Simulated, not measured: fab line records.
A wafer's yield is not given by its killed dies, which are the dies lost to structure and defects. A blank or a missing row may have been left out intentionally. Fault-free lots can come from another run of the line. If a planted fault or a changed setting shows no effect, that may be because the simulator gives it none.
Split-lot experiment :: flow berkeley-cmos170 :: route with 331 steps; 5 lots, 23 wafers read

== ON THE SPLIT ==
At UCB170_GATE_CVD_04 (deposits poly-Si from SiH4, time 1440 s, target thk 214 nm), the setting pressure-mtorr was moved away from the recipe's 375 mTorr on 20 of the 23 wafers read, by -4.7% to +12.7%. For the rest of the wafers, this setting stayed at what the recipe calls for.

Split to reading: the file shows no intervening step.

== THE READING ==
At UCB170_GATE_THK_MEAS_05: GATE_POLY_THK, given in nm. A value of 215.4 nm with a standard deviation of 2.4 nm is what fault-free wafers of this fab line usually give.

wafer: L075.1
tool, chamber at the split: -, -
pressure-mtorr as run, mTorr: 414.6
against the recipe: +10.6%
GATE_POLY_THK, nm: 226.7
against lot-mates on the recipe: no lot-mate on the recipe

wafer: L075.2
tool, chamber at the split: -, -
pressure-mtorr as run, mTorr: 414.6
against the recipe: +10.6%
GATE_POLY_THK, nm: 228.9
against lot-mates on the recipe: no lot-mate on the recipe

wafer: L075.3
tool, chamber at the split: -, -
pressure-mtorr as run, mTorr: 414.6
against the recipe: +10.6%
GATE_POLY_THK, nm: 226.3
against lot-mates on the recipe: no lot-mate on the recipe

wafer: L075.4
tool, chamber at the split: -, -
pressure-mtorr as run, mTorr: 414.6
against the recipe: +10.6%
GATE_POLY_THK, nm: 227.1
against lot-mates on the recipe: no lot-mate on the recipe

wafer: L075.5
tool, chamber at the split: -, -
pressure-mtorr as run, mTorr: 414.6
against the recipe: +10.6%
GATE_POLY_THK, nm: 228.0
against lot-mates on the recipe: no lot-mate on the recipe

wafer: L078.3
tool, chamber at the split: lpcvd-02, 1
pressure-mtorr as run, mTorr: 375
against the recipe: recipe
GATE_POLY_THK, nm: 213.1
against lot-mates on the recipe: -

wafer: L078.4
tool, chamber at the split: lpcvd-02, 1
pressure-mtorr as run, mTorr: 375
against the recipe: recipe
GATE_POLY_THK, nm: 214.6
against lot-mates on the recipe: -

wafer: L078.5
tool, chamber at the split: lpcvd-02, 1
pressure-mtorr as run, mTorr: 375
against the recipe: recipe
GATE_POLY_THK, nm: 215.2
against lot-mates on the recipe: -

wafer: L080.1
tool, chamber at the split: -, -
pressure-mtorr as run, mTorr: 357.4
against the recipe: -4.7%
GATE_POLY_THK, nm: 211.8
against lot-mates on the recipe: no lot-mate on the recipe

wafer: L080.2
tool, chamber at the split: -, -
pressure-mtorr as run, mTorr: 357.4
against the recipe: -4.7%
GATE_POLY_THK, nm: 211.7
against lot-mates on the recipe: no lot-mate on the recipe

wafer: L080.3
tool, chamber at the split: -, -
pressure-mtorr as run, mTorr: 357.4
against the recipe: -4.7%
GATE_POLY_THK, nm: 213.7
against lot-mates on the recipe: no lot-mate on the recipe

wafer: L080.4
tool, chamber at the split: -, -
pressure-mtorr as run, mTorr: 357.4
against the recipe: -4.7%
GATE_POLY_THK, nm: 212.4
against lot-mates on the recipe: no lot-mate on the recipe

wafer: L080.6
tool, chamber at the split: -, -
pressure-mtorr as run, mTorr: 357.4
against the recipe: -4.7%
GATE_POLY_THK, nm: 211.8
against lot-mates on the recipe: no lot-mate on the recipe

wafer: L082.1
tool, chamber at the split: -, -
pressure-mtorr as run, mTorr: 358.3
against the recipe: -4.5%
GATE_POLY_THK, nm: 208.8
against lot-mates on the recipe: no lot-mate on the recipe

wafer: L082.2
tool, chamber at the split: -, -
pressure-mtorr as run, mTorr: 358.3
against the recipe: -4.5%
GATE_POLY_THK, nm: 210.2
against lot-mates on the recipe: no lot-mate on the recipe

wafer: L082.3
tool, chamber at the split: -, -
pressure-mtorr as run, mTorr: 358.3
against the recipe: -4.5%
GATE_POLY_THK, nm: 210.6
against lot-mates on the recipe: no lot-mate on the recipe

wafer: L082.4
tool, chamber at the split: -, -
pressure-mtorr as run, mTorr: 358.3
against the recipe: -4.5%
GATE_POLY_THK, nm: 209.4
against lot-mates on the recipe: no lot-mate on the recipe

wafer: L082.6
tool, chamber at the split: -, -
pressure-mtorr as run, mTorr: 358.3
against the recipe: -4.5%
GATE_POLY_THK, nm: 210.1
against lot-mates on the recipe: no lot-mate on the recipe

wafer: L084.1
tool, chamber at the split: -, -
pressure-mtorr as run, mTorr: 422.8
against the recipe: +12.7%
GATE_POLY_THK, nm: 225.1
against lot-mates on the recipe: no lot-mate on the recipe

wafer: L084.2
tool, chamber at the split: -, -
pressure-mtorr as run, mTorr: 422.8
against the recipe: +12.7%
GATE_POLY_THK, nm: 226.3
against lot-mates on the recipe: no lot-mate on the recipe

wafer: L084.3
tool, chamber at the split: -, -
pressure-mtorr as run, mTorr: 422.8
against the recipe: +12.7%
GATE_POLY_THK, nm: 223.8
against lot-mates on the recipe: no lot-mate on the recipe

wafer: L084.5
tool, chamber at the split: -, -
pressure-mtorr as run, mTorr: 422.8
against the recipe: +12.7%
GATE_POLY_THK, nm: 226.6
against lot-mates on the recipe: no lot-mate on the recipe

wafer: L084.6
tool, chamber at the split: -, -
pressure-mtorr as run, mTorr: 422.8
against the recipe: +12.7%
GATE_POLY_THK, nm: 222.9
against lot-mates on the recipe: no lot-mate on the recipe

THE FIT
A straight line over all 23 wafers: GATE_POLY_THK changes by +0.919 nm for each +1% of pressure-mtorr; r = +0.96; the points scatter about the line by 2.1 nm.
Too few moved wafers have a lot-mate on the recipe to fit a line with each lot's own level taken away.

== THE WHOLE CHAIN: every reading that the file lists as answering this split, in the file's order ==
step: UCB170_GATE_CVD_04
what it does: deposits poly-Si from SiH4, time 1440 s, target thk 214 nm
reading: poly-Si_of_GATE_CVD_04.thk-nm (the simulator's own value, which no gauge read)
change (the file's fit): +0.921 nm for each +1% of the setting
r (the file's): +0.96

step: UCB170_GATE_THK_MEAS_05
what it does: 
reading: GATE_POLY_THK
change (the file's fit): +0.92 for each +1% of the setting
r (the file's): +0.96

== THE FILE'S OWN FIT ==
GATE_POLY_THK changes by +0.92 nm for each +1% of pressure-mtorr, r = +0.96.
